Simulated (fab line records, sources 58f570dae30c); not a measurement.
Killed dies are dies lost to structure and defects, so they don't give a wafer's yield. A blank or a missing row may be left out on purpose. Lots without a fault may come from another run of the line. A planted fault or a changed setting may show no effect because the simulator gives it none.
Tool commonality check | flow berkeley_cmos170 | 14 lots, 42 wafers sampled

WHY IT WAS OPENED
At UCB170_SILICIDE_RS_MEAS_02 the reading SILICIDE_TI_RS is flagged on 2 of 14 lots. Wafers without a fault read 26.0 ohm/sq, standard deviation 0.37.
Rule: a lot is flagged when every wafer of it that has a number lies more than 4 standard deviations from that mean, or none has a number. The other lots count as sound.

lot  | measured     | on            | SILICIDE_TI_RS (ohm/sq), wafer by wafer | flag
L665 | day 7 08:14  | film_metro-03 | 26.4 26.0 26.2                          |
L663 | day 7 08:25  | film_metro-04 | 25.5 25.4 25.6                          |
L666 | day 7 08:25  | film_metro-03 | 25.9 26.1 26.0                          |
L669 | day 8 07:37  | film_metro-03 | 26.5 25.9 26.2                          |
L668 | day 8 08:50  | film_metro-03 | 26.2 25.9 25.9                          |
L674 | day 9 04:23  | film_metro-04 | 25.6 25.8 25.9                          |
L673 | day 9 04:51  | film_metro-03 | 25.6 25.4 25.8                          |
L676 | day 9 22:55  | film_metro-04 | 21.2 20.8 21.2                          | FLAGGED
L678 | day 9 23:23  | film_metro-03 | 25.5 25.5 25.5                          |
L679 | day 10 10:59 | film_metro-03 | 21.3 21.3 21.3                          | FLAGGED
L682 | day 10 16:31 | film_metro-03 | 26.8 26.6 26.6                          |
L683 | day 10 17:00 | film_metro-01 | 25.6 25.8 25.5                          |
L685 | day 11 10:38 | film_metro-03 | 25.6 25.5 25.8                          |
L684 | day 11 10:41 | film_metro-01 | 26.4 26.2 26.3                          |
The numbers of the flagged lots are 21.2 ohm/sq on average: -4.8 ohm/sq against the usual, or -13 standard deviations.

WHICH TOOL RAN EACH LOT
The record holds 1 process step before the reading, out of a route of 331 steps. In each cell: the tool, then ch and the chambers that the sampled wafers went through, then the start.
lot  | flag    | UCB170_SILICIDE_SPUTTER_01
L665 |         | pvd_sputter-01, day 7 08:11
L663 |         | pvd_sputter-03, day 7 08:21
L666 |         | pvd_sputter-04, day 7 08:22
L669 |         | pvd_sputter-03, day 8 07:31
L668 |         | pvd_sputter-03, day 8 08:47
L674 |         | pvd_sputter-03, day 9 04:20
L673 |         | pvd_sputter-01, day 9 04:47
L676 | FLAGGED | pvd_sputter-03, day 9 22:52
L678 |         | pvd_sputter-01, day 9 23:19
L679 | FLAGGED | pvd_sputter-03, day 10 10:57
L682 |         | pvd_sputter-04, day 10 16:26
L683 |         | pvd_sputter-01, day 10 16:55
L685 |         | pvd_sputter-01, day 11 10:34
L684 |         | pvd_sputter-04, day 11 10:38
What these steps do:
- UCB170_SILICIDE_SPUTTER_01: material Ti, target thk 30 nm, time 25 s.
- UCB170_SILICIDE_RS_MEAS_02: measures by four-point-probe.

FLAGGED OVER TOTAL, TOOL BY TOOL (the gauges that took the reading come last)
step                       | tool           | lots run | flagged | share of the flagged lots | sound lots run after its first flagged lot
UCB170_SILICIDE_SPUTTER_01 | pvd_sputter-01 | 5        | 0       | none                      | -
UCB170_SILICIDE_SPUTTER_01 | pvd_sputter-03 | 6        | 2       | all                       | 0
UCB170_SILICIDE_SPUTTER_01 | pvd_sputter-04 | 3        | 0       | none                      | -
UCB170_SILICIDE_RS_MEAS_02 | film_metro-01  | 2        | 0       | none                      | -
UCB170_SILICIDE_RS_MEAS_02 | film_metro-03  | 9        | 1       | some                      | 2 (L682,L685)
UCB170_SILICIDE_RS_MEAS_02 | film_metro-04  | 3        | 1       | some                      | 0

WHAT THE TABLE ALLOWS
1 row of the table ran every flagged lot: pvd_sputter-03 at UCB170_SILICIDE_SPUTTER_01.
- pvd_sputter-03 at UCB170_SILICIDE_SPUTTER_01: 2 of its 6 lots flagged. Its last sound lot is L674 (day 9 04:20), its first flagged lot L676 (day 9 22:52): a fault that began between those two fits.
One tool is left: pvd_sputter-03 at UCB170_SILICIDE_SPUTTER_01.

WHAT THE SIMULATOR HAD PUT IN
Process parameter drift: pvd_sputter-03, from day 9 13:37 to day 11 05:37, at UCB170_SILICIDE_SPUTTER_01. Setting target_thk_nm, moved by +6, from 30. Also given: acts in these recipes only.
Lots struck among those shown: L676, L679. The rule above found the same.
